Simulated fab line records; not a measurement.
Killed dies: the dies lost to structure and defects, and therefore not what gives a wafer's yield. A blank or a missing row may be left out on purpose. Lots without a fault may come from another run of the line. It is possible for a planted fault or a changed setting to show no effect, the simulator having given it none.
Which of the tools did it? | flow berkeley_cmos170 | 8 lots with 24 wafers sampled at 2 steps, on a route of 331 steps

## WHAT EACH GAUGE READ, for each wafer
UCB170_WELLDRIVE_THK_MEAS_02.
lot  | measured    | on            | WELLDRIVE_OXIDE_THK (nm)
L137 | day 4 19:15 | film_metro-03 | 204 202 202
L139 | day 5 03:48 | film_metro-04 | 193 194 196
L141 | day 5 03:52 | film_metro-01 | 198 196 198
L143 | day 5 23:34 | film_metro-03 | 200 198 198
L147 | day 6 08:46 | film_metro-03 | 177 175 175
L146 | day 6 13:35 | film_metro-04 | 179 181 178
L153 | day 7 11:53 | film_metro-01 | 204 206 204
L158 | day 8 16:17 | film_metro-01 | 199 196 199

## EACH LOT AND THE TOOL THAT RAN IT (in order: tool; ch and the chambers of the sampled wafers; start)
lot  | UCB170_WELLDRIVE_OXIDATION_01
L137 | furnace-04 ch 0, day 4 15:44
L139 | furnace-01 ch 0, day 5 00:17
L141 | furnace-01 ch 0, day 5 00:17
L143 | furnace-04 ch 0, day 5 20:03
L147 | furnace-04 ch 0, day 6 05:14
L146 | furnace-04 ch 0, day 6 10:05
L153 | furnace-01 ch 0, day 7 08:23
L158 | furnace-01 ch 0, day 8 12:47
- UCB170_WELLDRIVE_OXIDATION_01: target thk 199 nm, ox time 9000 s.

## THE ANSWER, worked out from the rows above alone
Rule: what is usual is taken from the lots themselves. The widest of any qualifying gaps counts: lots, ordered by their means at a reading, are off when they make up no more than a third of the lots, leave a main group of 4 or more, and stand apart from it by 3 or more times the standard deviation of that group's means. A main group is skipped when, at the precision printed for the reading in the tables above, its means are all equal. Also off: a lot with no number at a reading for which 4 or more lots have one. The other lots that the step has rows for count as sound.
Off: L147, L146, at UCB170_WELLDRIVE_THK_MEAS_02 (WELLDRIVE_OXIDE_THK). Mean 199 nm and standard deviation 3.4 in the main group.
A tool fits if, at a process step before that reading, it ran every lot that is off, and no sound lot after the first of them. Gauges at UCB170_WELLDRIVE_THK_MEAS_02: tried the same way as those tools. One fits: UCB170_WELLDRIVE_OXIDATION_01 on furnace-04. A fault onset in the window from L143 (day 5 20:03, its last sound lot) to L147 (day 6 05:14, its first lot off) fits.

## WHAT THE SIMULATOR HAD INSERTED
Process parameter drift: furnace-04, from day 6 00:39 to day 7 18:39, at UCB170_WELLDRIVE_OXIDATION_01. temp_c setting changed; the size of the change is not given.
Shown lots that were struck: L147, L146. This agrees with what the rule above found.
